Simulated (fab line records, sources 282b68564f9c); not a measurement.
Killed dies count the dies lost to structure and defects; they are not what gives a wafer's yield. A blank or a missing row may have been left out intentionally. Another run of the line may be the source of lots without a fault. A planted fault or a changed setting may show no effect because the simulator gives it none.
Which tool did it? -- flow rit cmos -- 42 wafers from 14 lots sampled at 3 of the route's 202 steps

== WHAT THE GAUGES SHOWED, per wafer ==
RIT_PLDD_TW_MEAS_10.
lot,measured,on,PLDD_TW
L275,day 3 01:05,film metro-03,2360 2366 2367
L276,day 3 06:02,film metro-01,2344 2334 2327
L277,day 3 09:20,film metro-03,2372 2370 2364
L278,day 3 15:26,film metro-01,2333 2336 2342
L279,day 3 20:36,film metro-03,2362 2359 2356
L280,day 4 01:37,film metro-03,2349 2341 2346
L281,day 4 05:55,film metro-01,2371 2362 2355
L282,day 4 11:57,film metro-03,2345 2352 2349
L283,day 4 15:57,film metro-01,2307 2319 2321
L285,day 5 02:02,film metro-01,2288 2297 2288
L291,day 6 10:31,film metro-02,2340 2332 2323
L293,day 6 18:02,film metro-02,2341 2330 2332
L294,day 6 23:55,film metro-02,2347 2316 2329
L297,day 7 15:54,film metro-01,2342 2351 2345

RIT_SDANNEAL_RS_MEAS_06: uses a four-point probe to measure.
lot,measured,on,PLDD_RS (ohm/sq)
L275,day 3 07:17,film metro-01,180.2 179.5 179.8
L276,day 3 12:22,film metro-03,178.9 178.7 178.8
L277,day 3 15:42,film metro-03,180.9 180.1 180.0
L278,day 3 21:40,film metro-03,179.5 179.6 179.2
L279,day 4 03:01,film metro-03,180.5 180.6 180.3
L280,day 4 07:45,film metro-03,179.5 180.0 180.1
L281,day 4 12:07,film metro-02,179.0 178.8 179.0
L282,day 4 18:10,film metro-03,179.3 179.6 180.7
L283,day 4 22:17,film metro-03,187.3 187.9 187.4
L285,day 5 09:11,film metro-03,187.0 187.5 187.3
L291,day 6 16:56,film metro-03,179.9 179.4 179.6
L293,day 7 00:15,film metro-03,179.9 180.1 180.3
L294,day 7 06:07,film metro-02,179.6 179.5 179.4
L297,day 7 22:23,film metro-03,178.3 179.5 178.8

== WHICH TOOL RAN EACH LOT (tool, then ch and the chambers of the sampled wafers, then the start) ==
lot,RIT_PLDD_IMPLANT_08
L275,"implanter-03 ch 0, day 3 00:47"
L276,"implanter-03 ch 0, day 3 05:44"
L277,"implanter-04 ch 0, day 3 09:01"
L278,"implanter-04 ch 0, day 3 15:07"
L279,"implanter-03 ch 0, day 3 20:17"
L280,"implanter-03 ch 0, day 4 01:19"
L281,"implanter-01 ch 0, day 4 05:36"
L282,"implanter-04 ch 0, day 4 11:38"
L283,"implanter-03 ch 0, day 4 15:38"
L285,"implanter-03 ch 0, day 5 01:44"
L291,"implanter-04 ch 0, day 6 10:13"
L293,"implanter-01 ch 0, day 6 17:44"
L294,"implanter-01 ch 0, day 6 23:36"
L297,"implanter-04 ch 0, day 7 15:35"
- RIT_PLDD_IMPLANT_08

== WHAT THE TOOLS THEMSELVES READ (means of the sampled wafers that have a number; where no wafer has one, the mark that the record gives instead) ==
RIT_PLDD_IMPLANT_08.
lot,tool,dose ions cm2,faraday current uA
L275,implanter-03,8.987e+14,2799
L276,implanter-03,8.991e+14,2874
L277,implanter-04,8.997e+14,2773
L278,implanter-04,9.011e+14,2839
L279,implanter-03,8.990e+14,2829
L280,implanter-03,8.997e+14,2778
L281,implanter-01,8.985e+14,2797
L282,implanter-04,9.010e+14,2846
L283,implanter-03,8.310e+14,2591
L285,implanter-03,8.303e+14,2560
L291,implanter-04,8.990e+14,2865
L293,implanter-01,9.006e+14,2802
L294,implanter-01,8.988e+14,2870
L297,implanter-04,8.997e+14,2877

== THE ANSWER, worked out from the rows above alone ==
Rule: what is usual is taken from the lots themselves. Put in order of their means at a reading, lots are off if they are a third of the lots or fewer, leave a main group of 4 or more, and stand apart from it by a gap of 3 or more times the standard deviation of the main group's means; of several such gaps the widest counts. A main group whose means are all the same, to the digits that the tables above print for the reading, isn't used. A lot without any number at a reading at which 4 lots or more have one is off too. Where the step has rows for the other lots, those lots are counted as sound. First the gauges in route order, then the tools' own readings, where a lot's mean is used as printed above. At the first step where some lot is off, the reading lying furthest off is the one used; lots without a number count as furthest.
Off: at RIT_SDANNEAL_RS_MEAS_06 (PLDD_RS), L283, L285. For the main group the mean is 179.6 ohm/sq and the standard deviation 0.53.
If a tool, at a process step before that reading, ran all the lots that are off and no sound lot after the first of them, it fits. Not tried: the gauges at RIT_SDANNEAL_RS_MEAS_06; whatever is off there is also off at RIT_PLDD_IMPLANT_08, on other tools, and gauge error can't account for it. One fits: RIT_PLDD_IMPLANT_08 on implanter-03. Its last sound lot is L280 (day 4 01:19), its first lot that is off L283 (day 4 15:38): a fault that began between those two fits.
The tool's own readings at RIT_PLDD_IMPLANT_08 bear it out: on the lots that are off they differ by more than 5 times the standard deviation of the sound lots' means. dose ions cm2 reads 8.306e+14 there against 8.996e+14 on the sound lots; faraday current uA reads 2576 there against 2829 on the sound lots.

== WHAT THE SIMULATOR PUT IN ==
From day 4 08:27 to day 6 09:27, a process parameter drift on implanter-03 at RIT_PLDD_IMPLANT_08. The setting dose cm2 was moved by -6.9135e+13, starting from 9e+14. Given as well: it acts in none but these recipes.
Lots struck among those shown: L283, L285. The rule above reached the same finding.
